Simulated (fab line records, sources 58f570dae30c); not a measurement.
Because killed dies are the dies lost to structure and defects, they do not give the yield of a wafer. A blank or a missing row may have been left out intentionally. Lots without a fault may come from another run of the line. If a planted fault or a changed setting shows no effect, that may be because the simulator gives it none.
Which tool was responsible? / flow berkeley-cmos170 / 16 lots, 48 wafers sampled, at 2 steps of a route of 331

WHAT THE GAUGES SHOWED, per wafer
UCB170_PFIELD_TW_MEAS_09. Usual: PFIELD_TW 604, standard deviation 5.8.
lot=L844; measured=day 4 23:17; on=film-metro-03; PFIELD_TW=600 598 600; flag=
lot=L845; measured=day 5 07:56; on=film-metro-01; PFIELD_TW=611 610 610; flag=
lot=L846; measured=day 5 13:16; on=film-metro-04; PFIELD_TW=601 605 605; flag=
lot=L847; measured=day 5 13:22; on=film-metro-04; PFIELD_TW=602 605 608; flag=
lot=L850; measured=day 5 20:46; on=film-metro-03; PFIELD_TW=597 596 597; flag=
lot=L848; measured=day 5 21:02; on=film-metro-04; PFIELD_TW=601 604 604; flag=
lot=L849; measured=day 5 21:20; on=film-metro-01; PFIELD_TW=611 609 609; flag=
lot=L852; measured=day 6 20:20; on=film-metro-01; PFIELD_TW=612 613 614; flag=
lot=L851; measured=day 6 20:35; on=film-metro-04; PFIELD_TW=596 596 599; flag=
lot=L853; measured=day 7 06:11; on=film-metro-04; PFIELD_TW=597 597 596; flag=
lot=L854; measured=day 7 06:23; on=film-metro-01; PFIELD_TW=610 611 610; flag=
lot=L855; measured=day 7 06:38; on=film-metro-01; PFIELD_TW=609 609 613; flag=
lot=L856; measured=day 7 16:29; on=film-metro-01; PFIELD_TW=1096 1082 1083; flag=OFF
lot=L857; measured=day 7 16:30; on=film-metro-04; PFIELD_TW=1069 1063 1064; flag=OFF
lot=L858; measured=day 8 07:10; on=film-metro-04; PFIELD_TW=1073 1080 1080; flag=OFF
lot=L859; measured=day 8 15:46; on=film-metro-01; PFIELD_TW=1080 1082 1081; flag=OFF

WHAT TOOL EACH LOT RAN ON (gives the tool, then ch and the chambers of the sampled wafers, and finally the start)
lot=L844; UCB170_PFIELD_IMPLANT_07=implanter-03 ch 0, day 4 23:02
lot=L845; UCB170_PFIELD_IMPLANT_07=implanter-03 ch 0, day 5 07:43
lot=L846; UCB170_PFIELD_IMPLANT_07=implanter-01 ch 0, day 5 13:01
lot=L847; UCB170_PFIELD_IMPLANT_07=implanter-03 ch 0, day 5 13:07
lot=L850; UCB170_PFIELD_IMPLANT_07=implanter-01 ch 0, day 5 20:31
lot=L848; UCB170_PFIELD_IMPLANT_07=implanter-03 ch 0, day 5 20:47
lot=L849; UCB170_PFIELD_IMPLANT_07=implanter-01 ch 0, day 5 21:08
lot=L852; UCB170_PFIELD_IMPLANT_07=implanter-04 ch 0, day 6 20:05
lot=L851; UCB170_PFIELD_IMPLANT_07=implanter-01 ch 0, day 6 20:22
lot=L853; UCB170_PFIELD_IMPLANT_07=implanter-01 ch 0, day 7 05:56
lot=L854; UCB170_PFIELD_IMPLANT_07=implanter-03 ch 0, day 7 06:10
lot=L855; UCB170_PFIELD_IMPLANT_07=implanter-01 ch 0, day 7 06:24
lot=L856; UCB170_PFIELD_IMPLANT_07=implanter-03 ch 0, day 7 16:16
lot=L857; UCB170_PFIELD_IMPLANT_07=implanter-04 ch 0, day 7 16:16
lot=L858; UCB170_PFIELD_IMPLANT_07=implanter-04 ch 0, day 8 06:55
lot=L859; UCB170_PFIELD_IMPLANT_07=implanter-03 ch 0, day 8 15:33
- UCB170_PFIELD_IMPLANT_07

AS READ BY THE TOOLS THEMSELVES (means over the sampled wafers that have a number; for cases with no such wafer, the mark the record gives instead)
UCB170_PFIELD_IMPLANT_07. Usual: 79.997 for beam-energy-keV, sd 0.024.
lot=L844 tool=implanter-03 beam-energy-keV=80.013 flag=
lot=L845 tool=implanter-03 beam-energy-keV=80.004 flag=
lot=L846 tool=implanter-01 beam-energy-keV=80.006 flag=
lot=L847 tool=implanter-03 beam-energy-keV=79.998 flag=
lot=L850 tool=implanter-01 beam-energy-keV=79.996 flag=
lot=L848 tool=implanter-03 beam-energy-keV=80.003 flag=
lot=L849 tool=implanter-01 beam-energy-keV=79.977 flag=
lot=L852 tool=implanter-04 beam-energy-keV=79.992 flag=
lot=L851 tool=implanter-01 beam-energy-keV=79.960 flag=
lot=L853 tool=implanter-01 beam-energy-keV=79.982 flag=
lot=L854 tool=implanter-03 beam-energy-keV=79.975 flag=
lot=L855 tool=implanter-01 beam-energy-keV=80.003 flag=
lot=L856 tool=implanter-03 beam-energy-keV=80.005 flag=
lot=L857 tool=implanter-04 beam-energy-keV=79.985 flag=
lot=L858 tool=implanter-04 beam-energy-keV=79.970 flag=
lot=L859 tool=implanter-03 beam-energy-keV=80.002 flag=

THE ANSWER, worked out from the rows above alone
Rule: a lot is off if the mean of its wafers that have a number lies more than 3 standard deviations from the usual mean. Also off: a lot with no number at a reading for which 4 or more lots have one. Where the step has rows for the other lots, those lots are counted as sound. The gauges are gone through in route order, then the tools' own readings, and for those a lot's mean is taken as printed above. The first step at which some lot is off is used, and at that step the reading that is off furthest; a lot without a number counts as furthest.
Off: L856, L857, L858, L859, at UCB170_PFIELD_TW_MEAS_09 (PFIELD_TW).
If a tool, at a process step before that reading, ran all the lots that are off and no sound lot after the first of them, it fits. The gauges at UCB170_PFIELD_TW_MEAS_09 are tried like those tools. Not one of the candidates tried fits.

WHAT THE SIMULATOR HAD INSERTED
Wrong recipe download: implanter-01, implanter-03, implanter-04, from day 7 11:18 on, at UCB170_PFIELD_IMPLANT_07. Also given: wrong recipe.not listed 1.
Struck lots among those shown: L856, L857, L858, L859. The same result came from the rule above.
